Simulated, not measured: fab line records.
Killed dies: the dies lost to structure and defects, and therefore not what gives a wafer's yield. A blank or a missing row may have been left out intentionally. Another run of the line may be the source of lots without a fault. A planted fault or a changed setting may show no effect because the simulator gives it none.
8D (eight disciplines) problem report, filled in by code ; flow rit-cmos ; the parts of the form that need people (team, actions taken, sign-off) are left out

1. PROBLEM STATEMENT
At RIT_M1_DEVELOP_08, developer-temp-C averages 22.38 C over 6 wafers from 2 lots, while fault-free wafers read 23.02 C, standard deviation 0.095. That is -6.8 standard deviations from the usual mean.
The step: develop time 68 s.
First seen on wafer L975.1, day 6 18:00, on litho-track-04. The record has a number at this step for 42 wafers belonging to 14 lots. The rule behind "out" and "out of limits": a value lying over 4 standard deviations away from the usual mean. Any other wafer with a number is counted as sound.

2. WHAT IT IS, WHAT IT ISN'T
question;is;is not
which readings at this step;developer-temp-C;-
which lots;L975, L977;L959, L960, L961, L962, L963, L965, L967, L968, L970, L979, L981, L982
which wafers of those lots;all that have a number;-
read on which tools;litho-track-04;litho-track-02, litho-track-03
when;from day 6 18:00;"up to then (27 sound wafers); but 9 sound wafers of L979, L981, L982 came after"

3. WHAT RULES OUT EACH SUSPECT
Counting: any tool at a process step up to the reading is kept as a suspect provided that every lot that is out went through it and no sound lot did after the first of them.
- litho-track-04 at RIT_M1_DEVELOP_08 (develop time 68 s): kept. It processed each lot that is out, first L975 at day 6 18:00, and no sound lot thereafter; up to then, the last sound lot it processed was L968 at day 5 06:00. Out on those wafers are its own readings of developer-temp-C.
After counting, what remains is litho-track-04 at RIT_M1_DEVELOP_08.

4. THE CAUSE (what the simulator had put in)
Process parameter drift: litho-track-04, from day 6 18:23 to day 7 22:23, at RIT_M1_DEVELOP_08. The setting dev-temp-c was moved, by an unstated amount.
Counting left only this tool.

5. THE CHAIN OF EFFECTS, in route order
One row per reading whose mean, taken over the struck wafers that have a number, lies over 3 standard deviations from the usual. Readings are gone through only where the record gives a usual standard deviation; hours: the median, over the lots, of the time from a lot's start at the first step in this table giving one to that lot's start at this step; sigmas: the change measured in usual standard deviations.
hours;step;reading;usual;on struck wafers;change;sigmas
0;RIT_M1_DEVELOP_08;developer-temp-C;23.02 C;22.38;-0.64;-6.8
Here are the process steps it includes:
- RIT_M1_DEVELOP_08: develop time 68 s.

6. WHAT WOULD HAVE CAUGHT IT SOONER
In this record the first reading out of limits was taken at day 6 18:00.
